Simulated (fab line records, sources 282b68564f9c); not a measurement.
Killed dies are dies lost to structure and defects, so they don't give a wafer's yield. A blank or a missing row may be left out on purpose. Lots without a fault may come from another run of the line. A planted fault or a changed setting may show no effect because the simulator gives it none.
A struck lot beside a sound one | flow rit_cmos | 43 steps out of a route of 202
Sound: wafers L783.2, L783.3, L783.5. Struck: wafers L794.1, L794.3, L794.6. The cause comes at the end.
At each step with rows: each side's tool, then ch and its chambers, then its first start. Under that, the readings that differ: sound wafers | struck wafers | difference of the means | sigmas: that difference in standard deviations of wafers without a fault.
alike: readings whose means differ by less than 2 such deviations, and words and numbers that are the same on both sides. not compared: withheld readings, readings that some wafer has no value for, bounds like >300 that may hide the same value, and numbers for which the record gives no deviation and whose values overlap.
The two part at a step that has a row with sigmas, a row that says differs or no value, or rows on one side only. Numbers that don't overlap but have no deviation are shown without sigmas and don't part them. A reading that every wafer of one side lacks parts them only if that side has two wafers or more.

first, 2 steps without rows for these wafers: RIT_ACTIVE_PEB_09; RIT_ACTIVE_DEVELOP_10 (develop time 50 s).
RIT_ACTIVE_CD_MEAS_11: target cd 1400 nm.
  sound on cd_sem-01, day 1 21:08; struck on cd_sem-02, day 4 05:03
  alike: cd_nm
then, 1 step without rows for these wafers: RIT_ACTIVE_HARDBAKE_12 (time 60 s).
RIT_ACTIVE_ETCH_13: etches Si3N4 in SF6, stops on SiO2, time 210 s, target depth 210 nm.
  sound on rie_diel-03 ch 0,1, day 1 21:23; struck on rie_diel-03 ch 1,2,3, day 4 05:19
  alike: drypump_motor_current_A, oes_product_au, throttle_valve_pct
  not compared: rf_hours_counter_h
RIT_ACTIVE_STRIP_14: strips in O2, time 180 s.
  sound on plasma_asher-03 ch 0,1, day 1 21:31; struck on plasma_asher-03 ch 0,1, day 4 05:27
  alike: drypump_motor_current_A, o2_flow_sccm
  not compared: rf_hours_counter_h
RIT_ACTIVE_CD_MEAS_90: target cd 1400 nm.
  sound on cd_sem-01, day 1 21:43; struck on cd_sem-01, day 4 05:38
  alike: cd_nm
then, 4 steps without rows for these wafers: RIT_ACTIVE_CLEAN_15 (cleans in SC1, time 600 s); RIT_ACTIVE_CLEAN_16 (cleans in dHF, time 30 s); RIT_ACTIVE_CLEAN_17 (cleans in SC2, time 600 s); RIT_FOX1_OXIDATION_00 (target thk 350.7 nm, ox time 1130 s).
RIT_FOX1_THK_MEAS_01:
  sound on film_metro-02, day 2 02:07; struck on film_metro-04, day 4 07:36
  alike: FOX1_OXIDE_THK
RIT_FOX1_WET_ETCH_02: etches SiO2 in BOE, target depth 350 nm, time 390 s.
  sound on wet_bench-03 ch 1, day 2 02:10; struck on wet_bench-03 ch 2, day 4 07:40
then, 1 step without rows for these wafers: RIT_FOX2_OXIDATION_00 (target thk 350.7 nm, ox time 1130 s).
RIT_FOX2_THK_MEAS_01:
  sound on film_metro-03, day 2 04:46; struck on film_metro-01, day 4 09:44
  reading             | sound       | struck      | difference | sigmas
  FOX2_OXIDE_THK (nm) | 359 358 356 | 333 337 337 | -22        | -3
then, 2 steps without rows for these wafers: RIT_FOX2_CLEAN_02 (cleans in dHF, time 180 s); RIT_FOX2_WET_ETCH_03 (etches Si3N4 in H3PO4, target depth 195 nm, time 2700 s).
RIT_FOX2_THK_MEAS_90:
  sound on film_metro-03, day 2 05:39; struck on film_metro-04, day 4 10:41
  reading                     | sound       | struck      | difference | sigmas
  FIELD_OXIDE_LEFT_1_THK (nm) | 332 331 329 | 306 310 310 | -22        | -3
then, 6 steps without rows for these wafers: RIT_NWELL_HMDS_00 (prime time 60 s); RIT_NWELL_COAT_01 (resist thk 1300 nm); RIT_NWELL_SOFTBAKE_02 (time 60 s); RIT_NWELL_EXPOSE_03 (exposes mask M2, target cd 43900 nm); RIT_NWELL_PEB_04; RIT_NWELL_DEVELOP_05 (develop time 68 s).
RIT_NWELL_OVL_MEAS_06:
  sound on overlay-01, day 2 06:44; struck on overlay-01, day 4 11:37
  alike: NWELL_OVL
then, 2 steps without rows for these wafers: RIT_NWELL_HARDBAKE_07 (time 120 s); RIT_NWELL_IMPLANT_08.
RIT_NWELL_STRIP_09: strips in O2, time 180 s.
  sound on plasma_asher-02 ch 0,1, day 2 07:10; struck on plasma_asher-04 ch 0,1, day 4 12:04
  alike: drypump_motor_current_A, o2_flow_sccm
  not compared: rf_hours_counter_h
RIT_NWELL_TW_MEAS_10:
  sound on film_metro-04, day 2 07:20; struck on film_metro-04, day 4 12:14
  alike: NWELL_TW
then, 6 steps without rows for these wafers: RIT_PWELL_HMDS_00 (prime time 60 s); RIT_PWELL_COAT_01 (resist thk 1300 nm); RIT_PWELL_SOFTBAKE_02 (time 60 s); RIT_PWELL_EXPOSE_03 (exposes mask M3, target cd 43700 nm); RIT_PWELL_PEB_04; RIT_PWELL_DEVELOP_05 (develop time 68 s).
RIT_PWELL_OVL_MEAS_06:
  sound on overlay-01, day 2 08:24; struck on overlay-01, day 4 13:18
  alike: PWELL_OVL
then, 2 steps without rows for these wafers: RIT_PWELL_HARDBAKE_07 (time 120 s); RIT_PWELL_IMPLANT_08.
RIT_PWELL_STRIP_09: strips in O2, time 180 s.
  sound on plasma_asher-04 ch 0,1, day 2 08:50; struck on plasma_asher-01 ch 0,1, day 4 13:44
  alike: drypump_motor_current_A, o2_flow_sccm
  not compared: rf_hours_counter_h
RIT_PWELL_TW_MEAS_10:
  sound on film_metro-04, day 2 09:01; struck on film_metro-04, day 4 13:55
  alike: PWELL_TW
then, 1 step without rows for these wafers: RIT_WELLDRIVE_ANNEAL_00 (time 14700 s).
RIT_WELLDRIVE_RS_MEAS_01: measures by four-point-probe.
  sound on film_metro-04, day 2 14:31; struck on film_metro-02, day 4 19:03
  alike: NWELL_RS
RIT_M1_PROBE_99:
  sound on prober-01, day 3 22:53; struck on prober-02, day 6 02:16
  reading             | sound | struck                                                                     | difference                   | sigmas
  hold                | - - - | await_dispo/2.4h/release await_dispo/2.4h/release await_dispo/2.4h/release | no value on the sound wafers |
  killed_at_front_end | 4 6 2 | 21 21 24                                                                   | +18                          | +7
  killed_dies         | 4 6 3 | 21 21 24                                                                   | +18                          | +7
  killed_on_rim       | 1 1 1 | 9 10 12                                                                    | +9                           | +7
  alike: killed_at_contacts, killed_open, killed_short

WHERE THEY PART
First at RIT_FOX2_THK_MEAS_01; last, within this record, at RIT_M1_PROBE_99.

WHY: what the simulator had put in
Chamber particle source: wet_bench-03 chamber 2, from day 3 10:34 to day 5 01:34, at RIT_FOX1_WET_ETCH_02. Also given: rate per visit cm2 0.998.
